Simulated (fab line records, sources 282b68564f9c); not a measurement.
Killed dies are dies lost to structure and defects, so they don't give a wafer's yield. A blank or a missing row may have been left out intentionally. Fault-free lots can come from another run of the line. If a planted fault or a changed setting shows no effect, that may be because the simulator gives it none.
Which tool is to blame? | flow ritCmos | 42 wafers from 14 lots sampled at 3 of the route's 202 steps

WHAT THE GAUGES READ, wafer by wafer
RIT_ACTIVE_BOW_MEAS_00.
lot  | measured    | on           | INCOMING_BOW (um)
L660 | day 1 10:01 | filmMetro-01 | -2 -5 -5
L661 | day 1 15:00 | filmMetro-01 | 6 1 2
L663 | day 2 01:00 | filmMetro-02 | -3 -5 -4
L664 | day 2 06:02 | filmMetro-02 | 5 2 -8
L665 | day 2 11:04 | filmMetro-03 | -11 5 0
L666 | day 2 16:01 | filmMetro-03 | -12 3 13
L667 | day 2 21:00 | filmMetro-01 | 3 -4 3
L668 | day 3 02:02 | filmMetro-03 | 0 4 3
L669 | day 3 07:00 | filmMetro-01 | 11 -4 5
L672 | day 3 22:00 | filmMetro-02 | 5 6 -7
L677 | day 4 23:02 | filmMetro-02 | -14 -1 -5
L679 | day 5 09:00 | filmMetro-01 | -2 -4 -4
L681 | day 5 19:00 | filmMetro-03 | -2 6 1
L682 | day 6 00:00 | filmMetro-02 | -3 8 0

RIT_NWELL_OVL_MEAS_06.
lot  | measured    | on         | NWELL_OVL (nm)
L660 | day 2 05:29 | overlay-01 | 2.5 0.9 -0.1
L661 | day 2 06:53 | overlay-01 | -0.2 -0.1 -0.4
L663 | day 2 13:02 | overlay-01 | -0.8 3.3 1.6
L664 | day 2 17:50 | overlay-01 | 0.8 -0.8 -1.5
L665 | day 2 22:50 | overlay-02 | 0.6 0.8 1.9
L666 | day 3 02:55 | overlay-02 | 1.9 2.0 2.0
L667 | day 3 07:08 | overlay-01 | 0.1 0.2 -0.4
L668 | day 3 12:35 | overlay-02 | -1.0 1.4 0.3
L669 | day 3 17:19 | overlay-02 | 0.4 -0.8 -1.0
L672 | day 4 08:16 | overlay-02 | 2.8 0.2 -1.0
L677 | day 5 09:31 | overlay-02 | -2.1 1.0 0.0
L679 | day 5 19:19 | overlay-01 | -0.7 0.3 1.6
L681 | day 6 05:11 | overlay-02 | 1.6 0.7 2.9
L682 | day 6 10:14 | overlay-01 | 1.7 3.1 1.3

EACH LOT AND THE TOOL THAT RAN IT (in order: tool; ch and the chambers of the sampled wafers; start)
lot  | RIT_ACTIVE_ETCH_13
L660 | rieDiel-01 ch 0,2,3, day 1 14:52
L661 | rieDiel-01 ch 1,2,3, day 1 21:07
L663 | rieDiel-01 ch 1,2,3, day 2 06:47
L664 | rieDiel-03 ch 0,1,2, day 2 12:20
L665 | rieDiel-03 ch 0,2,3, day 2 16:38
L666 | rieDiel-03 ch 0,1,3, day 2 20:44
L667 | rieDiel-02 ch 1,2,3, day 3 01:43
L668 | rieDiel-03 ch 0,1, day 3 07:09
L669 | rieDiel-01 ch 1,2,3, day 3 11:43
L672 | rieDiel-03 ch 0,1,3, day 4 02:43
L677 | rieDiel-03 ch 0,1,2, day 5 03:57
L679 | rieDiel-01 ch 0,2,3, day 5 13:43
L681 | rieDiel-02 ch 2,3, day 5 23:43
L682 | rieDiel-02 ch 0,3, day 6 04:47
- RIT_ACTIVE_ETCH_13: etches Si3N4 in SF6, stops on SiO2, time 210 s, target depth 210 nm.

AS READ BY THE TOOLS THEMSELVES (means over the sampled wafers that have a number; for cases with no such wafer, the mark the record gives instead)
RIT_ACTIVE_ETCH_13.
lot  | tool       | drypumpMotorCurrentA (A) | oesProductAu (a.u.) | rfFwdPowerW (W) | runLengthS (s) | throttleValvePct (%)
L660 | rieDiel-01 | 5.7                      | 0.822               | 124.5           | 238.1          | 7.58
L661 | rieDiel-01 | 5.6                      | 0.824               | 124.2           | 238.5          | 7.58
L663 | rieDiel-01 | 5.6                      | 0.811               | 124.6           | 238.1          | 7.58
L664 | rieDiel-03 | 5.5                      | 0.831               | 124.4           | 238.3          | 7.50
L665 | rieDiel-03 | 5.7                      | 0.825               | 124.6           | 238.3          | 7.49
L666 | rieDiel-03 | 5.8                      | 0.835               | 124.5           | 238.3          | 7.56
L667 | rieDiel-02 | 6.0                      | 0.819               | 124.2           | 238.4          | 7.59
L668 | rieDiel-03 | 5.6                      | 0.830               | 124.4           | 238.0          | 7.57
L669 | rieDiel-01 | 5.6                      | 0.811               | 124.7           | 238.3          | 7.57
L672 | rieDiel-03 | 5.8                      | 0.870               | 125.1           | 231.3          | 7.56
L677 | rieDiel-03 | 5.6                      | 0.854               | 124.5           | 231.0          | 7.50
L679 | rieDiel-01 | 5.7                      | 0.818               | 124.5           | 238.1          | 7.58
L681 | rieDiel-02 | 5.7                      | 0.823               | 124.5           | 238.2          | 7.59
L682 | rieDiel-02 | 5.4                      | 0.834               | 124.8           | 239.0          | 7.65

THE ANSWER, worked out from the rows above alone
Rule: the lots themselves supply what counts as usual. Put in order of their means at a reading, lots are off if they are a third of the lots or fewer, leave a main group of 4 or more, and stand apart from it by a gap of 3 or more times the standard deviation of the main group's means; of several such gaps the widest counts. Not used: any main group whose means are identical at the precision the tables above print for the reading. A lot without any number at a reading at which 4 lots or more have one is off too. All remaining lots with rows at the step are treated as sound. Order of review: gauges by route order, followed by the tools' own readings, for which a lot's mean as printed above is used. The first step at which some lot is off is used, and at that step the reading that is off furthest; a lot without a number counts as furthest.
Off, at RIT_ACTIVE_ETCH_13 on runLengthS: L672, L677. Mean 238.3 s and standard deviation 0.25 in the main group.
A tool fits if, at that step or a process step before it, it ran every lot that is off, and no sound lot after the first of them. One fits: RIT_ACTIVE_ETCH_13 on rieDiel-03. A fault onset in the window from L668 (day 3 07:09, its last sound lot) to L672 (day 4 02:43, its first lot off) fits.
On the lots that are off, the tool's own readings at RIT_ACTIVE_ETCH_13 differ by more than 5 times the standard deviation of the sound lots' means, which bears it out; runLengthS reads 231.2 s there versus 238.3 s on the sound lots.

WHAT THE SIMULATOR PUT IN
rieDiel-03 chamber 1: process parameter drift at RIT_ACTIVE_ETCH_13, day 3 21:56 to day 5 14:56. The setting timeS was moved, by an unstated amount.
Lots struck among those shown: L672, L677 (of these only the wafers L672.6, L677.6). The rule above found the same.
